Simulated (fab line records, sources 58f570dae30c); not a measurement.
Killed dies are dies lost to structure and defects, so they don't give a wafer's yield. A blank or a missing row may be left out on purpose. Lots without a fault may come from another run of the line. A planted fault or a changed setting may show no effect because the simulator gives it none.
Problem report in the 8D (eight disciplines) form, filled by code | flow berkeley_cmos170 | the parts of the form that need people (team, actions taken, sign-off) are left out

1. THE PROBLEM
CONTACT_PSG_THK at UCB170_CONTACT_THK_MEAS_02 reads a mean of 480 nm on 6 wafers of 2 lots; wafers without a fault read 705 nm with a standard deviation of 7.3. That is -31 standard deviations from the usual mean.
First seen on wafer L383.2, day 10 11:59, on film_metro-03. The record holds 42 wafers of 14 lots with a number at this step. Rule for "out", or "out of limits": more than 4 standard deviations from the usual mean. The other wafers with a number count as sound.

2. WHAT IT IS AND WHAT IT IS NOT
question                    | is                           | is not
which readings at this step | CONTACT_PSG_THK              | -
which lots                  | L381, L383                   | L371, L372, L373, L374, L375, L376, L377, L378, L379, L380, L382, L385
which wafers of those lots  | all that have a number       | -
read on which gauges        | film_metro-02, film_metro-03 | film_metro-04
when                        | from day 10 11:59            | up to then (30 sound wafers); but 6 sound wafers of L382, L385 came after

3. SUSPECTS, AND WHAT RULES EACH OUT
Counting: a tool at a process step up to the reading stays a suspect if it ran every lot that is out and no sound lot after the first of them.
- the gauge at UCB170_CONTACT_THK_MEAS_02: ruled out. The wafers that are out were read on 2 gauges (film_metro-02, film_metro-03).
- lpcvd-01 at UCB170_CONTACT_CVD_01 (deposits PSG from SiH4/O2/PH3, target thk 700 nm, time 2820 s): kept. It ran every lot that is out, first L383 (day 10 10:11), and no sound lot after that; its last sound lot up to then is L380 (day 10 00:34). Its own readings are out on those wafers: spike_tc_centre_C, spike_tc_load_C, spike_tc_source_C, susceptor_temp_C, zone_power_source_pct.
Left after counting: lpcvd-01 at UCB170_CONTACT_CVD_01.

4. THE CAUSE (what the simulator had put in)
Process parameter drift: lpcvd-01, from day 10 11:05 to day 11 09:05, at UCB170_CONTACT_CVD_01. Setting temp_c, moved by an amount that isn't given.
Counting left only this tool.

5. THE CHAIN OF EFFECTS, in route order
Each row: a reading whose mean over the struck wafers that have a number lies more than 3 standard deviations from the usual. Only readings for which the record gives a usual standard deviation are gone through. hours: the time from each lot's start at the first step in this table that gives one to its start at this step, as a median over the lots. sigmas: the change in usual standard deviations.
hours | step                       | reading               | usual      | on struck wafers | change | sigmas
0     | UCB170_CONTACT_CVD_01      | spike_tc_centre_C     | 452.3 C    | 411.8            | -40.5  | -25
0     | UCB170_CONTACT_CVD_01      | spike_tc_load_C       | 467 C      | 425              | -42    | -14
0     | UCB170_CONTACT_CVD_01      | spike_tc_source_C     | 468.2 C    | 430.9            | -37.3  | -13
0     | UCB170_CONTACT_CVD_01      | susceptor_temp_C      | 450.01 C   | 410.41           | -39.60 | -99 or more
0     | UCB170_CONTACT_CVD_01      | zone_power_source_pct | 7.39 %     | 6.01             | -1.38  | -4.9
2     | UCB170_CONTACT_THK_MEAS_02 | CONTACT_PSG_THK       | 705 nm     | 480              | -226   | -31
-     | UCB170_CONTACT_ETCH_18     | oes_product_au        | 0.896 a.u. | 0.732            | -0.164 | -13
The process steps in it:
- UCB170_CONTACT_CVD_01: deposits PSG from SiH4/O2/PH3, target thk 700 nm, time 2820 s.
- UCB170_CONTACT_ETCH_18: etches PSG in CHF3/CF4/Ar, stops on TiSi2, target depth 840 nm, time 195 s.
Later measuring or inspecting steps at which every struck wafer that the step has a row for has a number for every such reading, and none has moved that far: UCB170_M2_THK_MEAS_03.

6. WHAT WOULD HAVE CAUGHT IT SOONER
In this record the first reading out of limits at a measuring or inspecting step was taken at day 10 11:59, 1 hour after the fault began at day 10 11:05.
The tool's own readings at UCB170_CONTACT_CVD_01 were out on every struck wafer that the step has a row for (spike_tc_centre_C, spike_tc_load_C, spike_tc_source_C, susceptor_temp_C, zone_power_source_pct): an alarm limit on them would have fired on the first of those.
All the lots that are out (2) had begun UCB170_CONTACT_CVD_01 on lpcvd-01 by day 10 11:59. A hold on the tool at that time would have spared none of them.
